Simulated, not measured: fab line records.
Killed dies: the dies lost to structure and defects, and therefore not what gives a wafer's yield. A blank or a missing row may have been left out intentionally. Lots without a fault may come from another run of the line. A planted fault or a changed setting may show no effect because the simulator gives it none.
Split-lot trial / flow berkeley_cmos170 / 23 wafers read across 5 lots, on a route 331 steps long

ABOUT THE SPLIT
At UCB170_PLDD_COAT_01 (resist thk 900 nm), the setting resist_thk_nm was moved away from the recipe's 900 nm on 9 of the 23 wafers read, by -3.0% to +5.4%. The other wafers ran this setting at the recipe's value.

The reading is taken at the split's own step.

THE READING
KrF_of_PLDD_COAT_01.thk_nm (the simulator's own value, which no gauge read), in nm, at UCB170_PLDD_COAT_01 (resist thk 900 nm). The file does not state a usual value for it. Across the 14 wafers here that went through the recipe, the average is 901.4 nm and the standard deviation 1.5 nm.

wafer=L074.1; tool, chamber at the split=litho_track-02, 0; resist_thk_nm as run, nm=900; against the recipe=recipe; KrF_of_PLDD_COAT_01.thk_nm, nm=901.2; against lot-mates on the recipe=-
wafer=L074.2; tool, chamber at the split=litho_track-02, 0; resist_thk_nm as run, nm=879.5; against the recipe=-2.3%; KrF_of_PLDD_COAT_01.thk_nm, nm=879.5; against lot-mates on the recipe=-22.5
wafer=L074.4; tool, chamber at the split=litho_track-02, 0; resist_thk_nm as run, nm=879.5; against the recipe=-2.3%; KrF_of_PLDD_COAT_01.thk_nm, nm=880.7; against lot-mates on the recipe=-21.3
wafer=L074.5; tool, chamber at the split=litho_track-02, 0; resist_thk_nm as run, nm=900; against the recipe=recipe; KrF_of_PLDD_COAT_01.thk_nm, nm=902.2; against lot-mates on the recipe=-
wafer=L074.6; tool, chamber at the split=litho_track-02, 0; resist_thk_nm as run, nm=900; against the recipe=recipe; KrF_of_PLDD_COAT_01.thk_nm, nm=902.5; against lot-mates on the recipe=-
wafer=L075.1; tool, chamber at the split=litho_track-02, 0; resist_thk_nm as run, nm=933.7; against the recipe=+3.7%; KrF_of_PLDD_COAT_01.thk_nm, nm=934.5; against lot-mates on the recipe=+34.5
wafer=L075.2; tool, chamber at the split=litho_track-02, 0; resist_thk_nm as run, nm=933.7; against the recipe=+3.7%; KrF_of_PLDD_COAT_01.thk_nm, nm=933.6; against lot-mates on the recipe=+33.6
wafer=L075.3; tool, chamber at the split=litho_track-02, 0; resist_thk_nm as run, nm=900; against the recipe=recipe; KrF_of_PLDD_COAT_01.thk_nm, nm=899.6; against lot-mates on the recipe=-
wafer=L075.4; tool, chamber at the split=litho_track-02, 0; resist_thk_nm as run, nm=933.7; against the recipe=+3.7%; KrF_of_PLDD_COAT_01.thk_nm, nm=932; against lot-mates on the recipe=+32.0
wafer=L075.5; tool, chamber at the split=litho_track-02, 0; resist_thk_nm as run, nm=900; against the recipe=recipe; KrF_of_PLDD_COAT_01.thk_nm, nm=900.5; against lot-mates on the recipe=-
wafer=L076.2; tool, chamber at the split=litho_track-04, 0; resist_thk_nm as run, nm=900; against the recipe=recipe; KrF_of_PLDD_COAT_01.thk_nm, nm=898.1; against lot-mates on the recipe=-
wafer=L076.3; tool, chamber at the split=litho_track-04, 0; resist_thk_nm as run, nm=900; against the recipe=recipe; KrF_of_PLDD_COAT_01.thk_nm, nm=899.8; against lot-mates on the recipe=-
wafer=L076.6; tool, chamber at the split=litho_track-04, 0; resist_thk_nm as run, nm=900; against the recipe=recipe; KrF_of_PLDD_COAT_01.thk_nm, nm=901.1; against lot-mates on the recipe=-
wafer=L079.1; tool, chamber at the split=litho_track-03, 0; resist_thk_nm as run, nm=900; against the recipe=recipe; KrF_of_PLDD_COAT_01.thk_nm, nm=903.7; against lot-mates on the recipe=-
wafer=L079.3; tool, chamber at the split=litho_track-03, 0; resist_thk_nm as run, nm=900; against the recipe=recipe; KrF_of_PLDD_COAT_01.thk_nm, nm=902.8; against lot-mates on the recipe=-
wafer=L079.4; tool, chamber at the split=litho_track-03, 0; resist_thk_nm as run, nm=900; against the recipe=recipe; KrF_of_PLDD_COAT_01.thk_nm, nm=901.3; against lot-mates on the recipe=-
wafer=L079.5; tool, chamber at the split=litho_track-03, 0; resist_thk_nm as run, nm=873.3; against the recipe=-3.0%; KrF_of_PLDD_COAT_01.thk_nm, nm=877.1; against lot-mates on the recipe=-25.5
wafer=L079.6; tool, chamber at the split=litho_track-03, 0; resist_thk_nm as run, nm=873.3; against the recipe=-3.0%; KrF_of_PLDD_COAT_01.thk_nm, nm=878.4; against lot-mates on the recipe=-24.2
wafer=L082.1; tool, chamber at the split=litho_track-03, 0; resist_thk_nm as run, nm=900; against the recipe=recipe; KrF_of_PLDD_COAT_01.thk_nm, nm=902.6; against lot-mates on the recipe=-
wafer=L082.2; tool, chamber at the split=litho_track-03, 0; resist_thk_nm as run, nm=948.6; against the recipe=+5.4%; KrF_of_PLDD_COAT_01.thk_nm, nm=949.8; against lot-mates on the recipe=+47.7
wafer=L082.3; tool, chamber at the split=litho_track-03, 0; resist_thk_nm as run, nm=900; against the recipe=recipe; KrF_of_PLDD_COAT_01.thk_nm, nm=902.7; against lot-mates on the recipe=-
wafer=L082.4; tool, chamber at the split=litho_track-03, 0; resist_thk_nm as run, nm=948.6; against the recipe=+5.4%; KrF_of_PLDD_COAT_01.thk_nm, nm=952.8; against lot-mates on the recipe=+50.7
wafer=L082.5; tool, chamber at the split=litho_track-03, 0; resist_thk_nm as run, nm=900; against the recipe=recipe; KrF_of_PLDD_COAT_01.thk_nm, nm=900.9; against lot-mates on the recipe=-

FIT RESULTS
A straight line over all 23 wafers: KrF_of_PLDD_COAT_01.thk_nm changes by +8.83 nm for each +1% of resist_thk_nm; r = +1.00; the points scatter about the line by 1.8 nm.
The same after taking each lot's own level away (the mean of its wafers on the recipe; 23 wafers): +8.98 nm for each +1%; r = +1.00; scatter 1.2 nm.
That fit puts the effect of the largest move of resist_thk_nm on the reading at 48 nm.
The lots' own levels span 899.67 to 902.60 nm, that is 2.0 times the standard deviation above.
So the lot-to-lot level changes the slope little: the two slopes agree.
Check: with one of the wafers moved furthest among these (+5.4%) left out of the fit, the line predicts +48.8 nm for it against its lot-mates. It came out at +47.7 nm against them.

ADDITIONAL SPLITS CARRIED BY THESE WAFERS
These wafers also went through other splits before the reading. Each is held against what the fit with the lots' levels taken away leaves over:
other split on the same wafers=UCB170_NWELL_IMPLANT_14 energy_kev; wafers away from the commonest value=7; r with KrF_of_PLDD_COAT_01.thk_nm (lot level and that fit taken away)=+0.07
other split on the same wafers=UCB170_PWELL_CVD_05 temp_c; wafers away from the commonest value=18; r with KrF_of_PLDD_COAT_01.thk_nm (lot level and that fit taken away)=+0.09
other split on the same wafers=UCB170_ACTIVE_COAT_08 resist_thk_nm; wafers away from the commonest value=10; r with KrF_of_PLDD_COAT_01.thk_nm (lot level and that fit taken away)=+0.28
other split on the same wafers=UCB170_PFIELD_IMPLANT_07 energy_kev; wafers away from the commonest value=11; r with KrF_of_PLDD_COAT_01.thk_nm (lot level and that fit taken away)=-0.12
other split on the same wafers=UCB170_PVT_IMPLANT_07 energy_kev; wafers away from the commonest value=8; r with KrF_of_PLDD_COAT_01.thk_nm (lot level and that fit taken away)=+0.07

THE WHOLE CHAIN: every reading that the file lists as answering this split, in the file's order
step=UCB170_PLDD_COAT_01; what it does=resist thk 900 nm; reading=KrF_of_PLDD_COAT_01.thk_nm (the simulator's own value, which no gauge read); change (the file's fit)=+8.99 nm for each +1% of the setting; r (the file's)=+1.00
step=UCB170_PLDD_STRIP_10; what it does=strips in O2; reading=strip_time_to_endpoint_s; change (the file's fit)=withheld for each +1% of the setting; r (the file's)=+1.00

THE FILE'S OWN FIT
KrF_of_PLDD_COAT_01.thk_nm changes by +8.99 nm for each +1% of resist_thk_nm, r = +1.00.
